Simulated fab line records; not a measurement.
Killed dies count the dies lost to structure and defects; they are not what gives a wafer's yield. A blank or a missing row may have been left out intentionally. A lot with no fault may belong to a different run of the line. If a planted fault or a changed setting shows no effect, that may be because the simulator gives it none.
The tool behind it: which one? / flow rit_cmos / Sampling: 14 lots, 42 wafers, 2 of 202 route steps

== WHAT THE GAUGES READ, wafer by wafer ==
The record holds no reading of a measuring or inspecting step that can be judged against a usual standard deviation.

== WHAT TOOL EACH LOT RAN ON (gives the tool, then ch and the chambers of the sampled wafers, and finally the start) ==
lot=L775; RIT_GATE_ETCH_19=rie_si-02 ch 0,1,3, day 2 19:11; RIT_M1_PROBE_99=-
lot=L776; RIT_GATE_ETCH_19=rie_si-01 ch 0,1,2, day 3 00:04; RIT_M1_PROBE_99=-
lot=L777; RIT_GATE_ETCH_19=rie_si-02 ch 0,2, day 3 00:53; RIT_M1_PROBE_99=-
lot=L778; RIT_GATE_ETCH_19=rie_si-01 ch 1,3, day 3 10:28; RIT_M1_PROBE_99=-
lot=L779; RIT_GATE_ETCH_19=rie_si-02 ch 0,1,2, day 3 17:20; RIT_M1_PROBE_99=-
lot=L781; RIT_GATE_ETCH_19=rie_si-02 ch 1,2, day 3 20:22; RIT_M1_PROBE_99=prober-02, day 4 17:55
lot=L783; RIT_GATE_ETCH_19=rie_si-02 ch 0,1, day 4 07:15; RIT_M1_PROBE_99=prober-02, day 5 04:54
lot=L788; RIT_GATE_ETCH_19=rie_si-01 ch 0,1,2, day 5 10:54; RIT_M1_PROBE_99=prober-01, day 6 07:32
lot=L790; RIT_GATE_ETCH_19=rie_si-01 ch 0,2,3, day 6 00:23; RIT_M1_PROBE_99=prober-01, day 6 22:10
lot=L792; RIT_GATE_ETCH_19=rie_si-01 ch 0,1,2, day 6 06:40; RIT_M1_PROBE_99=prober-01, day 7 03:55
lot=L794; RIT_GATE_ETCH_19=rie_si-01 ch 0,3, day 7 03:43; RIT_M1_PROBE_99=prober-01, day 8 03:25
lot=L795; RIT_GATE_ETCH_19=rie_si-02 ch 2,3, day 7 07:48; RIT_M1_PROBE_99=-
lot=L796; RIT_GATE_ETCH_19=rie_si-01 ch 0,3, day 7 08:02; RIT_M1_PROBE_99=-
lot=L797; RIT_GATE_ETCH_19=rie_si-02 ch 0,3, day 7 12:37; RIT_M1_PROBE_99=-
- RIT_GATE_ETCH_19: etches poly-Si in SF6/CHF3/O2, stops on SiO2, time 165 s, target depth 312.5 nm.
- RIT_M1_PROBE_99

== WHAT THE TOOLS THEMSELVES READ (means of the sampled wafers that have a number; where no wafer has one, the mark that the record gives instead) ==
RIT_GATE_ETCH_19.
lot=L775; tool=rie_si-02; drypump_motor_current_A (A)=5.36; oes_product_au (a.u.)=0.830; run_length_s (s)=193.3; throttle_valve_pct (%)=10.29
lot=L776; tool=rie_si-01; drypump_motor_current_A (A)=5.55; oes_product_au (a.u.)=0.848; run_length_s (s)=192.9; throttle_valve_pct (%)=10.42
lot=L777; tool=rie_si-02; drypump_motor_current_A (A)=5.25; oes_product_au (a.u.)=0.828; run_length_s (s)=193.4; throttle_valve_pct (%)=10.29
lot=L778; tool=rie_si-01; drypump_motor_current_A (A)=5.75; oes_product_au (a.u.)=0.852; run_length_s (s)=193.1; throttle_valve_pct (%)=10.11
lot=L779; tool=rie_si-02; drypump_motor_current_A (A)=5.34; oes_product_au (a.u.)=0.827; run_length_s (s)=193.2; throttle_valve_pct (%)=10.30
lot=L781; tool=rie_si-02; drypump_motor_current_A (A)=5.51; oes_product_au (a.u.)=0.967; run_length_s (s)=151.3; throttle_valve_pct (%)=10.35
lot=L783; tool=rie_si-02; drypump_motor_current_A (A)=5.27; oes_product_au (a.u.)=0.990; run_length_s (s)=152.3; throttle_valve_pct (%)=10.25
lot=L788; tool=rie_si-01; drypump_motor_current_A (A)=5.55; oes_product_au (a.u.)=0.869; run_length_s (s)=193.0; throttle_valve_pct (%)=10.41
lot=L790; tool=rie_si-01; drypump_motor_current_A (A)=5.56; oes_product_au (a.u.)=0.856; run_length_s (s)=193.3; throttle_valve_pct (%)=10.25
lot=L792; tool=rie_si-01; drypump_motor_current_A (A)=5.55; oes_product_au (a.u.)=0.854; run_length_s (s)=193.4; throttle_valve_pct (%)=10.41
lot=L794; tool=rie_si-01; drypump_motor_current_A (A)=5.59; oes_product_au (a.u.)=0.859; run_length_s (s)=192.8; throttle_valve_pct (%)=10.08
lot=L795; tool=rie_si-02; drypump_motor_current_A (A)=5.60; oes_product_au (a.u.)=0.828; run_length_s (s)=192.8; throttle_valve_pct (%)=10.40
lot=L796; tool=rie_si-01; drypump_motor_current_A (A)=5.60; oes_product_au (a.u.)=0.826; run_length_s (s)=193.2; throttle_valve_pct (%)=10.10
lot=L797; tool=rie_si-02; drypump_motor_current_A (A)=5.44; oes_product_au (a.u.)=0.834; run_length_s (s)=193.1; throttle_valve_pct (%)=10.34

RIT_M1_PROBE_99.
lot=L781 tool=prober-02 killed_at_M0_to_M3=0.0 killed_at_contacts=0.0 killed_at_front_end=263 killed_dies=263 killed_on_rim=70.0 killed_open=3.7 killed_short=1.7
lot=L783 tool=prober-02 killed_at_M0_to_M3=0.0 killed_at_contacts=0.0 killed_at_front_end=254 killed_dies=254 killed_on_rim=68.7 killed_open=3.0 killed_short=3.7
lot=L788 tool=prober-01 killed_at_M0_to_M3=0.0 killed_at_contacts=0.0 killed_at_front_end=7 killed_dies=7 killed_on_rim=2.3 killed_open=3.0 killed_short=4.3
lot=L790 tool=prober-01 killed_at_M0_to_M3=0.0 killed_at_contacts=0.0 killed_at_front_end=7 killed_dies=7 killed_on_rim=1.7 killed_open=3.7 killed_short=3.0
lot=L792 tool=prober-01 killed_at_M0_to_M3=0.0 killed_at_contacts=0.0 killed_at_front_end=9 killed_dies=9 killed_on_rim=2.3 killed_open=5.3 killed_short=4.0
lot=L794 tool=prober-01 killed_at_M0_to_M3=0.0 killed_at_contacts=0.0 killed_at_front_end=11 killed_dies=11 killed_on_rim=2.7 killed_open=5.3 killed_short=5.3

== THE ANSWER, worked out from the rows above alone ==
Rule: the lots themselves supply what counts as usual. Put in order of their means at a reading, lots are off if they are a third of the lots or fewer, leave a main group of 4 or more, and stand apart from it by a gap of 3 or more times the standard deviation of the main group's means; of several such gaps the widest counts. Not used: any main group whose means are identical at the precision the tables above print for the reading. A lot without any number at a reading at which 4 lots or more have one is off too. All remaining lots with rows at the step are treated as sound. The gauges are gone through in route order, then the tools' own readings, and for those a lot's mean is taken as printed above. At the first step where some lot is off, the reading lying furthest off is the one used; lots without a number count as furthest.
Off, at RIT_GATE_ETCH_19 on run_length_s: L781, L783. The main group: mean 193.1 s, standard deviation 0.2.
If a tool, at that step or one of the process steps before it, ran each lot that is off and ran no sound lot following the first of them, it fits. No candidate that was tried fits.

== WHAT HAD BEEN PUT IN BY THE SIMULATOR ==
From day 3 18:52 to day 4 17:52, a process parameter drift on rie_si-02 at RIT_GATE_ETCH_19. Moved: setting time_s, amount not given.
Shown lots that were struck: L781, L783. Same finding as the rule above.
